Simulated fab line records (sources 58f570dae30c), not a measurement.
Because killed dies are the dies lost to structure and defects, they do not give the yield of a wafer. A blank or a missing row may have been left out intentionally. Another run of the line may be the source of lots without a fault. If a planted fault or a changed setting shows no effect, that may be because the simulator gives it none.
fab line records	flow berkeleyCmos170	part 1 of 2: steps 1 to 36 of 47
record: lots: 5	wafers: 15	lastDay: 13
route steps=331 shown FIELD@95 SACOX@97 SCREENOX@100 NVT@104 PVT@115 GATE@125
lots with no fault: from the same line, run without faults
startH: hours from the record's first day to the start of the lot's first wafer shown	waitH: hours since the lot's step before	" as in the row above	L1.1+2: one row covering several wafers at once	- no value present, or no start provided	* or withheld: withheld	< > ~ a bound
route shown NAME@n: names a module that has steps shown in the file, with the first one's number in the route	usual: average and standard deviation across the fault-free wafers	same: alike in all rows	chamber/n: place in a boat	sites: per-site readings	_std_site: standard deviation of those values	_edge_site: outer sites' mean less inner sites'	radiusMm: for every site, how far away it sits from the centre of the wafer	mask NAME#n: copy n	behind: the tool/chamber that last shaped the wafer	hold: the reason the lot was held/the length of the hold in hours/how it ended	device: names the non-switching transistor (n, p or np)	end of line: tests of these same wafers at the route's end	a step without rows: its recipe alone	killed: the dies lost at the first sort to structure and to defects; this is not the yield of the wafer	map: the dies of a wafer, with x for killed, . for not killed, _ for no die there
set.NAME: setting as actually run; set.NAME@STEP: the setting as run at that earlier step	model.NAME: the simulator's own value behind a step, which no gauge read
lots at some steps of the route; a table a step, a row a wafer
services: the hour from which a tool's chamber was out of use, counted from the record's first day as startH (under 0 if before that day), plus the number of hours and why
== steps ==
step: UCB170_FIELD_WET_ETCH_06
recipe: chemistry: BOE	dilution: 5:1	target: SiO2	tempC: 25	timeS: 22
lot.wafer	tool	chamber	startH	waitH
L082.1+3+4	wetBench-01	3	152.18	0.0
L086.4+5+6	wetBench-04	2	164.16	0.0
L083.4+5+6	wetBench-01	3	182.65	0.0
L091.2+5+6	wetBench-02	0	195.43	0.0
L097.3+4+5	wetBench-04	1	236.96	0.0
step: UCB170_FIELD_THK_MEAS_90
recipe: reads: SiO2_of_FIELD_OXIDATION_01
usual: FIELD_OXIDE_LEFT_1_THK: 439/8.6
lot.wafer	tool	chamber	startH	waitH	FIELD_OXIDE_LEFT_1_THK[nm]
L082.1	filmMetro-03	-	152.21	0.0	455
L082.3	"	-	"	"	441
L082.4	"	-	"	"	449
L086.4	filmMetro-02	-	164.20	0.0	441
L086.5	"	-	"	"	430
L086.6	"	-	"	"	426
L083.4	filmMetro-03	-	182.73	0.1	456
L083.5	"	-	"	"	449
L083.6	"	-	"	"	458
L091.2	filmMetro-04	-	195.45	0.0	419
L091.5	"	-	"	"	426
L091.6	"	-	"	"	432
L097.3	filmMetro-02	-	236.99	0.0	455
L097.4	"	-	"	"	451
L097.5	"	-	"	"	451
step: UCB170_SACOX_CLEAN_00
recipe: chemistry: dHF	dilution: 25:1	timeS: 7.5
lot.wafer	tool	chamber	startH	waitH
L082.1+3+4	wetBench-03	0	152.27	0.1
L086.4+5+6	wetBench-04	1	164.23	0.0
L083.4+5+6	wetBench-01	2	182.76	0.0
L091.2+5+6	wetBench-01	3	195.53	0.1
L097.3+4+5	wetBench-04	0	237.03	0.0
step: UCB170_SACOX_OXIDATION_01
recipe: tempC: 900	ambient: O2	targetThkA: 144	oxTimeS: 2400
lot.wafer	tool	chamber	startH	waitH
L082.1+3+4	furnace-04	0	158.70	6.4
L086.4+5+6	furnace-01	0	166.80	2.6
L083.4+5+6	furnace-02	0	188.20	5.4
L091.2+5+6	furnace-02	0	200.03	4.5
L097.3+4+5	furnace-02	0	240.69	3.6
step: UCB170_SACOX_THK_MEAS_02
recipe: reads: SiO2_of_SACOX_OXIDATION_01
usual: SACOX_OXIDE_THK: 14.30/0.27
lot.wafer	tool	chamber	startH	waitH	SACOX_OXIDE_THK[nm]
L082.1	filmMetro-02	-	160.37	0.0	14.54
L082.3	"	-	"	"	14.45
L082.4	"	-	"	"	14.45
L086.4	filmMetro-02	-	168.50	0.0	14.47
L086.5	"	-	"	"	14.41
L086.6	"	-	"	"	14.49
L083.4	filmMetro-01	-	189.96	0.1	14.01
L083.5	"	-	"	"	13.83
L083.6	"	-	"	"	13.91
L091.2	filmMetro-03	-	201.71	0.0	13.73
L091.5	"	-	"	"	13.99
L091.6	"	-	"	"	14.00
L097.3	filmMetro-02	-	242.37	0.0	13.92
L097.4	"	-	"	"	14.38
L097.5	"	-	"	"	14.13
step: UCB170_SCREENOX_WET_ETCH_00
recipe: chemistry: dHF	dilution: 25:1	target: SiO2	tempC: 25	timeS: 200
lot.wafer	tool	chamber	startH	waitH
L082.1+3+4	wetBench-04	0	160.43	0.1
L086.4+5+6	wetBench-04	1	168.53	0.0
L083.4+5+6	wetBench-04	0	189.99	0.0
L091.2+5+6	wetBench-02	3	201.76	0.0
L097.3+4+5	wetBench-04	3	242.41	0.0
step: UCB170_SCREENOX_OXIDATION_01
recipe: tempC: 900	ambient: O2	targetThkA: 144	oxTimeS: 2400
lot.wafer	tool	chamber	startH	waitH
L082.1+3+4	furnace-04	0	164.57	4.1
L086.4+5+6	furnace-02	0	171.92	3.3
L083.4+5+6	furnace-04	0	195.84	5.8
L091.2+5+6	furnace-02	0	202.95	1.1
L097.3+4+5	furnace-02	0	246.30	3.8
step: UCB170_SCREENOX_THK_MEAS_02
recipe: reads: SiO2_of_SCREENOX_OXIDATION_01
usual: SCREENOX_OXIDE_THK: 14.33/0.25
lot.wafer	tool	chamber	startH	waitH	SCREENOX_OXIDE_THK[nm]
L082.1	filmMetro-04	-	166.24	0.0	14.41
L082.3	"	-	"	"	14.57
L082.4	"	-	"	"	14.62
L086.4	filmMetro-03	-	173.61	0.0	13.88
L086.5	"	-	"	"	14.12
L086.6	"	-	"	"	14.03
L083.4	filmMetro-01	-	197.53	0.0	14.41
L083.5	"	-	"	"	14.41
L083.6	"	-	"	"	14.54
L091.2	filmMetro-03	-	204.69	0.1	14.27
L091.5	"	-	"	"	14.29
L091.6	"	-	"	"	14.43
L097.3	filmMetro-04	-	247.99	0.0	14.80
L097.4	"	-	"	"	14.64
L097.5	"	-	"	"	14.86
step: UCB170_SCREENOX_ANNEAL_03
recipe: tempC: 900	timeS: 900	ambient: N2
lot.wafer	tool	chamber	startH	waitH
L082.1+3+4	furnace-04	0	170.17	3.9
L086.4+5+6	furnace-04	0	178.35	4.7
L083.4+5+6	furnace-02	0	204.62	7.1
L091.2+5+6	furnace-04	0	213.87	9.2
L097.3+4+5	furnace-04	0	252.94	4.9
step: UCB170_NVT_HMDS_00
recipe: primeTimeS: 60	primeTempC: 100
lot.wafer	tool	chamber	startH	waitH
L082.1+3+4	lithoTrack-03	0	171.42	0.0
L086.4+5+6	lithoTrack-02	0	179.68	0.1
L083.4+5+6	lithoTrack-02	0	205.94	0.1
L091.2+5+6	lithoTrack-02	0	215.25	0.1
L097.3+4+5	lithoTrack-02	0	254.24	0.1
step: UCB170_NVT_COAT_01
recipe: resist: KrF	spinRpm: 1500	resistThkNm: 900
lot.wafer	tool	chamber	startH	waitH
L082.1+3+4	lithoTrack-03	0	171.57	0.1
L086.4+5+6	lithoTrack-02	0	179.83	0.1
L083.4+5+6	lithoTrack-02	0	206.09	0.1
L091.2+5+6	lithoTrack-02	0	215.40	0.1
L097.3+4+5	lithoTrack-02	0	254.39	0.1
step: UCB170_NVT_SOFTBAKE_02
recipe: resist: KrF	tempC: 130	timeS: 60
lot.wafer	tool	chamber	startH	waitH
L082.1+3+4	lithoTrack-03	0	171.72	0.1
L086.4+5+6	lithoTrack-02	0	179.98	0.1
L083.4+5+6	lithoTrack-02	0	206.24	0.1
L091.2+5+6	lithoTrack-02	0	215.55	0.1
L097.3+4+5	lithoTrack-02	0	254.54	0.1
step: UCB170_NVT_EXPOSE_03
recipe: maskId: PWELL	targetCdNm: 3000	na: 0.5	sigmaOuter: 0.6	sourceShape: conventional	doseMj: 30
usual: focusOffsetNm: 0.2/0.49
lot.wafer	tool	chamber	startH	waitH	mask	focusOffsetNm
L082.1	krfScanner-02	0	171.87	0.1	PWELL#0	1.0
L082.3	"	0	"	"	PWELL#0	0.4
L082.4	"	0	"	"	PWELL#0	1.4
L086.4	krfScanner-02	0	180.11	0.1	PWELL#0	0.7
L086.5	"	0	"	"	PWELL#0	0.5
L086.6	"	0	"	"	PWELL#0	0.5
L083.4	krfScanner-01	0	206.37	0.1	PWELL#0	0.1
L083.5	"	0	"	"	PWELL#0	0.0
L083.6	"	0	"	"	PWELL#0	0.3
L091.2	krfScanner-01	0	215.69	0.1	PWELL#0	0.2
L091.5	"	0	"	"	PWELL#0	0.6
L091.6	"	0	"	"	PWELL#0	0.3
L097.3	krfScanner-01	0	254.68	0.1	PWELL#0	0.2
L097.4	"	0	"	"	PWELL#0	0.6
L097.5	"	0	"	"	PWELL#0	0.2
step: UCB170_NVT_PEB_04
recipe: pebTempC: 130	pebTimeS: withheld	resist: KrF
lot.wafer	tool	chamber	startH	waitH
L082.1+3+4	lithoTrack-01	0	172.36	0.5
L086.4+5+6	lithoTrack-01	0	180.25	0.1
L083.4+5+6	lithoTrack-03	0	206.68	0.3
L091.2+5+6	lithoTrack-01	0	216.44	0.7
L097.3+4+5	lithoTrack-01	0	254.80	0.1
step: UCB170_NVT_DEVELOP_05
recipe: developer: TMAH	developTimeS: 45	resist: KrF	devTempC: 21
lot.wafer	tool	chamber	startH	waitH
L082.1+3+4	lithoTrack-01	0	-	-
L086.4+5+6	lithoTrack-01	0	-	-
L083.4+5+6	lithoTrack-03	0	-	-
L091.2+5+6	lithoTrack-01	0	-	-
L097.3+4+5	lithoTrack-01	0	-	-
step: UCB170_NVT_OVL_MEAS_06
usual: NVT_OVL: 3/5.6
lot.wafer	tool	chamber	startH	waitH	NVT_OVL[nm]
L082.1	overlay-02	-	172.64	-	0
L082.3	"	-	"	"	3
L082.4	"	-	"	"	5
L086.4	overlay-01	-	180.46	-	13
L086.5	"	-	"	"	11
L086.6	"	-	"	"	8
L083.4	overlay-01	-	206.89	-	2
L083.5	"	-	"	"	0
L083.6	"	-	"	"	4
L091.2	overlay-01	-	216.69	-	6
L091.5	"	-	"	"	3
L091.6	"	-	"	"	4
L097.3	overlay-02	-	255.04	-	-3
L097.4	"	-	"	"	0
L097.5	"	-	"	"	-8
step: UCB170_NVT_IMPLANT_07
recipe: species: BF2	doseCm2: 3e+12	energyKev: 50	tiltDeg: 7
lot.wafer	tool	chamber	startH	waitH
L082.1+3+4	implanter-04	0	172.67	0.0
L086.4+5+6	implanter-04	0	180.56	0.1
L083.4+5+6	implanter-01	0	206.99	0.1
L091.2+5+6	implanter-04	0	216.75	0.0
L097.3+4+5	implanter-03	0	255.12	0.1
step: UCB170_NVT_STRIP_08
recipe: chemistry: O2	powerW: 400	pressureMtorr: 3500	platenTempC: withheld	o2FlowSccm: 400	overashFraction: 0.5
usual: drypumpMotorCurrentA: 5.7/0.45	oesProductAu: 0.734/0.005	stripTimeToEndpointS: 21.66/0.07
same: overashFraction: 0.5
lot.wafer	tool	chamber	startH	waitH	drypumpMotorCurrentA	oesProductAu	rfHoursCounterH	stripTimeToEndpointS
L082.1	plasmaAsher-02	1	172.82	0.1	6.6	0.737	47	21.60
L082.3	"	1	"	"	6.6	0.737	-	21.52
L082.4	"	0	"	"	5.2	0.737	-	21.63
L086.4	plasmaAsher-03	1	180.66	0.1	5.6	0.737	-	21.66
L086.5	"	1	"	"	5.6	0.742	-	21.63
L086.6	"	0	"	"	5.4	0.735	-	21.66
L083.4	plasmaAsher-03	0	207.10	0.1	5.4	0.739	-	21.66
L083.5	"	1	"	"	5.6	0.743	-	21.76
L083.6	"	0	"	"	5.4	0.736	-	21.82
L091.2	plasmaAsher-02	0	216.87	0.1	5.2	0.741	54	21.73
L091.5	"	0	"	"	5.2	0.727	-	21.62
L091.6	"	1	"	"	6.5	0.731	-	21.59
L097.3	plasmaAsher-02	1	255.25	0.1	6.6	0.745	-	21.70
L097.4	"	0	"	"	5.2	0.735	-	21.65
L097.5	"	1	"	"	6.5	0.736	-	21.64
step: UCB170_NVT_TW_MEAS_09
usual: NVT_TW: 522/4.6
lot.wafer	tool	chamber	startH	waitH	NVT_TW
L082.1	filmMetro-01	-	172.92	0.1	526
L082.3	"	-	"	"	528
L082.4	"	-	"	"	527
L086.4	filmMetro-02	-	180.76	0.1	516
L086.5	"	-	"	"	520
L086.6	"	-	"	"	517
L083.4	filmMetro-02	-	207.19	0.1	519
L083.5	"	-	"	"	521
L083.6	"	-	"	"	521
L091.2	filmMetro-01	-	216.98	0.1	526
L091.5	"	-	"	"	531
L091.6	"	-	"	"	530
L097.3	filmMetro-02	-	255.34	0.1	520
L097.4	"	-	"	"	522
L097.5	"	-	"	"	519
step: UCB170_NVT_CLEAN_10
recipe: chemistry: SPM	tempC: 120	timeS: 600
lot.wafer	tool	chamber	startH	waitH
L082.1+3+4	wetBench-01	2	172.98	0.1
L086.4+5+6	wetBench-03	1	180.79	0.0
L083.4+5+6	wetBench-02	1	207.45	0.2
L091.2+5+6	wetBench-01	3	217.03	0.0
L097.3+4+5	wetBench-03	3	257.05	1.7
step: UCB170_PVT_HMDS_00
recipe: primeTimeS: 60	primeTempC: 100
lot.wafer	tool	chamber	startH	waitH
L082.1+3+4	lithoTrack-03	0	173.70	0.5
L086.4+5+6	lithoTrack-04	0	181.04	0.1
L083.4+5+6	lithoTrack-01	0	207.71	0.1
L091.2+5+6	lithoTrack-01	0	217.26	0.1
L097.3+4+5	lithoTrack-04	0	257.39	0.1
step: UCB170_PVT_COAT_01
recipe: resist: KrF	spinRpm: 1500	resistThkNm: 900
lot.wafer	tool	chamber	startH	waitH
L082.1+3+4	lithoTrack-03	0	173.85	0.1
L086.4+5+6	lithoTrack-04	0	181.19	0.1
L083.4+5+6	lithoTrack-01	0	207.86	0.1
L091.2+5+6	lithoTrack-01	0	217.41	0.1
L097.3+4+5	lithoTrack-04	0	257.54	0.1
step: UCB170_PVT_SOFTBAKE_02
recipe: resist: KrF	tempC: 130	timeS: 60
lot.wafer	tool	chamber	startH	waitH
L082.1+3+4	lithoTrack-03	0	174.00	0.1
L086.4+5+6	lithoTrack-04	0	181.34	0.1
L083.4+5+6	lithoTrack-01	0	208.01	0.1
L091.2+5+6	lithoTrack-01	0	217.56	0.1
L097.3+4+5	lithoTrack-04	0	257.69	0.1
step: UCB170_PVT_EXPOSE_03
recipe: maskId: NWELL	targetCdNm: 3000	na: 0.5	sigmaOuter: 0.6	sourceShape: conventional	doseMj: 30
usual: focusOffsetNm: 0.0/0.54
lot.wafer	tool	chamber	startH	waitH	mask	focusOffsetNm
L082.1	krfScanner-02	0	174.38	0.4	NWELL#0	0.6
L082.3	"	0	"	"	NWELL#0	0.0
L082.4	"	0	"	"	NWELL#0	-0.2
L086.4	krfScanner-01	0	181.60	0.2	NWELL#0	0.1
L086.5	"	0	"	"	NWELL#0	-0.2
L086.6	"	0	"	"	NWELL#0	-0.1
L083.4	krfScanner-02	0	208.27	0.2	NWELL#0	-0.3
L083.5	"	0	"	"	NWELL#0	0.3
L083.6	"	0	"	"	NWELL#0	0.0
L091.2	krfScanner-01	0	217.71	0.1	NWELL#0	0.1
L091.5	"	0	"	"	NWELL#0	-0.1
L091.6	"	0	"	"	NWELL#0	0.4
L097.3	krfScanner-01	0	257.83	0.1	NWELL#0	0.2
L097.4	"	0	"	"	NWELL#0	0.8
L097.5	"	0	"	"	NWELL#0	0.7
step: UCB170_PVT_PEB_04
recipe: pebTempC: 130	pebTimeS: withheld	resist: KrF
lot.wafer	tool	chamber	startH	waitH
L082.1+3+4	lithoTrack-04	0	175.00	0.6
L086.4+5+6	lithoTrack-04	0	181.73	0.1
L083.4+5+6	lithoTrack-03	0	208.58	0.3
L091.2+5+6	lithoTrack-03	0	218.04	0.3
L097.3+4+5	lithoTrack-01	0	258.19	0.3
step: UCB170_PVT_DEVELOP_05
recipe: developer: TMAH	developTimeS: 45	resist: KrF	devTempC: 21
lot.wafer	tool	chamber	startH	waitH
L082.1+3+4	lithoTrack-04	0	-	-
L086.4+5+6	lithoTrack-04	0	-	-
L083.4+5+6	lithoTrack-03	0	-	-
L091.2+5+6	lithoTrack-03	0	-	-
L097.3+4+5	lithoTrack-01	0	-	-
step: UCB170_PVT_OVL_MEAS_06
usual: PVT_OVL: -2/4.8
lot.wafer	tool	chamber	startH	waitH	PVT_OVL[nm]
L082.1	overlay-02	-	175.28	-	5
L082.3	"	-	"	"	4
L082.4	"	-	"	"	-4
L086.4	overlay-01	-	181.95	-	1
L086.5	"	-	"	"	-5
L086.6	"	-	"	"	-3
L083.4	overlay-01	-	208.79	-	2
L083.5	"	-	"	"	9
L083.6	"	-	"	"	6
L091.2	overlay-02	-	218.30	-	-1
L091.5	"	-	"	"	-2
L091.6	"	-	"	"	-2
L097.3	overlay-01	-	258.43	-	3
L097.4	"	-	"	"	-2
L097.5	"	-	"	"	1
step: UCB170_PVT_IMPLANT_07
recipe: species: P	doseCm2: 2e+12	energyKev: 30	tiltDeg: 7
lot.wafer	tool	chamber	startH	waitH
L082.1+3+4	implanter-03	0	175.31	0.0
L086.4+5+6	implanter-02	0	182.04	0.1
L083.4+5+6	implanter-01	0	208.89	0.1
L091.2+5+6	implanter-02	0	218.36	0.0
L097.3+4+5	implanter-01	0	258.50	0.1
step: UCB170_PVT_STRIP_08
recipe: chemistry: O2	powerW: 400	pressureMtorr: 3500	platenTempC: withheld	o2FlowSccm: 400	overashFraction: 0.5
usual: drypumpMotorCurrentA: 5.7/0.45	oesProductAu: 0.734/0.0046	stripTimeToEndpointS: 21.64/0.068
same: overashFraction: 0.5
lot.wafer	tool	chamber	startH	waitH	drypumpMotorCurrentA	oesProductAu	rfHoursCounterH	stripTimeToEndpointS
L082.1	plasmaAsher-02	1	175.47	0.1	6.6	0.733	48	21.78
L082.3	"	0	"	"	5.3	0.731	-	21.72
L082.4	"	1	"	"	6.6	0.742	-	21.72
L086.4	plasmaAsher-01	1	182.15	0.1	5.7	0.728	-	21.66
L086.5	"	0	"	"	5.5	0.737	-	21.60
L086.6	"	1	"	"	5.7	0.732	-	21.65
L083.4	plasmaAsher-02	1	209.00	0.1	6.6	0.735	-	21.60
L083.5	"	0	"	"	5.2	0.738	-	21.64
L083.6	"	1	"	"	6.6	0.722	-	21.63
L091.2	plasmaAsher-02	0	218.48	0.1	5.2	0.730	55	21.64
L091.5	"	1	"	"	6.5	0.741	-	21.67
L091.6	"	0	"	"	5.2	0.730	-	21.65
L097.3	plasmaAsher-02	1	258.63	0.1	6.6	0.734	-	21.77
L097.4	"	0	"	"	5.2	0.734	-	21.71
L097.5	"	0	"	"	5.2	0.730	-	21.70
step: UCB170_PVT_TW_MEAS_09
usual: PVT_TW: 503/3.8
lot.wafer	tool	chamber	startH	waitH	PVT_TW
L082.1	filmMetro-02	-	175.57	0.1	500
L082.3	"	-	"	"	499
L082.4	"	-	"	"	503
L086.4	filmMetro-04	-	182.25	0.1	492
L086.5	"	-	"	"	497
L086.6	"	-	"	"	494
L083.4	filmMetro-04	-	209.09	0.1	498
L083.5	"	-	"	"	498
L083.6	"	-	"	"	499
L091.2	filmMetro-02	-	218.59	0.1	503
L091.5	"	-	"	"	504
L091.6	"	-	"	"	506
L097.3	filmMetro-04	-	258.72	0.1	500
L097.4	"	-	"	"	501
L097.5	"	-	"	"	499
step: UCB170_GATE_WET_ETCH_00
recipe: chemistry: dHF	dilution: 25:1	target: SiO2	tempC: 25	timeS: 200
lot.wafer	tool	chamber	startH	waitH
L082.1+3+4	wetBench-02	3	175.63	0.1
L086.4+5+6	wetBench-01	0	182.58	0.3
L083.4+5+6	wetBench-04	3	209.12	0.0
L091.2+5+6	wetBench-02	3	218.64	0.0
L097.3+4+5	wetBench-01	3	259.58	0.9
step: UCB170_FIELD_THK_MEAS_91
recipe: reads: SiO2_of_FIELD_OXIDATION_01
usual: FIELD_OXIDE_LEFT_2_THK: 351/8.7
lot.wafer	tool	chamber	startH	waitH	FIELD_OXIDE_LEFT_2_THK[nm]
L082.1	filmMetro-03	-	175.70	0.0	368
L082.3	"	-	"	"	353
L082.4	"	-	"	"	361
L086.4	filmMetro-03	-	182.67	0.0	353
L086.5	"	-	"	"	341
L086.6	"	-	"	"	338
L083.4	filmMetro-04	-	209.22	0.0	367
L083.5	"	-	"	"	360
L083.6	"	-	"	"	369
L091.2	filmMetro-04	-	218.71	0.0	331
L091.5	"	-	"	"	337
L091.6	"	-	"	"	343
L097.3	filmMetro-04	-	259.67	0.0	367
L097.4	"	-	"	"	362
L097.5	"	-	"	"	363
step: UCB170_GATE_OXIDATION_01
recipe: tempC: 850	ambient: O2	targetThkA: 66	oxTimeS: 1800
lot.wafer	tool	chamber	startH	waitH
L082.1+3+4	furnace-01	0	180.22	4.5
L086.4+5+6	furnace-04	0	187.65	5.0
L083.4+5+6	furnace-01	0	216.73	7.5
L091.2+5+6	furnace-02	0	228.05	9.3
L097.3+4+5	furnace-02	0	262.34	2.7
step: UCB170_GATE_THK_MEAS_02
recipe: reads: SiO2_of_GATE_OXIDATION_01
usual: GATE_OXIDE_THK: 6.53/0.12
lot.wafer	tool	chamber	startH	waitH	GATE_OXIDE_THK[nm]
L082.1	filmMetro-01	-	181.72	0.0	6.50
L082.3	"	-	"	"	6.67
L082.4	"	-	"	"	6.67
L086.4	filmMetro-03	-	189.18	0.0	6.58
L086.5	"	-	"	"	6.48
L086.6	"	-	"	"	6.51
L083.4	filmMetro-02	-	218.26	0.0	6.52
L083.5	"	-	"	"	6.47
L083.6	"	-	"	"	6.28
L091.2	filmMetro-01	-	229.56	0.0	6.53
L091.5	"	-	"	"	6.53
L091.6	"	-	"	"	6.45
L097.3	filmMetro-03	-	263.86	0.0	6.47
L097.4	"	-	"	"	6.52
L097.5	"	-	"	"	6.39
step: UCB170_GATE_ANNEAL_03
recipe: tempC: 900	timeS: 1800	ambient: N2
lot.wafer	tool	chamber	startH	waitH
L082.1+3+4	furnace-01	0	187.39	5.7
L086.4+5+6	furnace-04	0	194.34	5.1
L083.4+5+6	furnace-01	0	226.68	8.4
L091.2+5+6	furnace-04	0	233.10	3.5
L097.3+4+5	furnace-02	0	268.10	4.2
step: UCB170_GATE_CVD_04
recipe: material: poly-Si	tempC: 610	precursor: SiH4	timeS: 1440	pressureMtorr: 375	targetThkNm: 214	sih4FlowSccm: 120
lot.wafer	tool	chamber	startH	waitH
L082.1+3+4	lpcvd-01	0	188.89	0.0
L086.4+5+6	lpcvd-02	0	195.84	0.0
L083.4+5+6	lpcvd-01	1	228.18	0.0
L091.2+5+6	lpcvd-02	0	234.60	0.0
L097.3+4+5	lpcvd-02	0	269.60	0.0
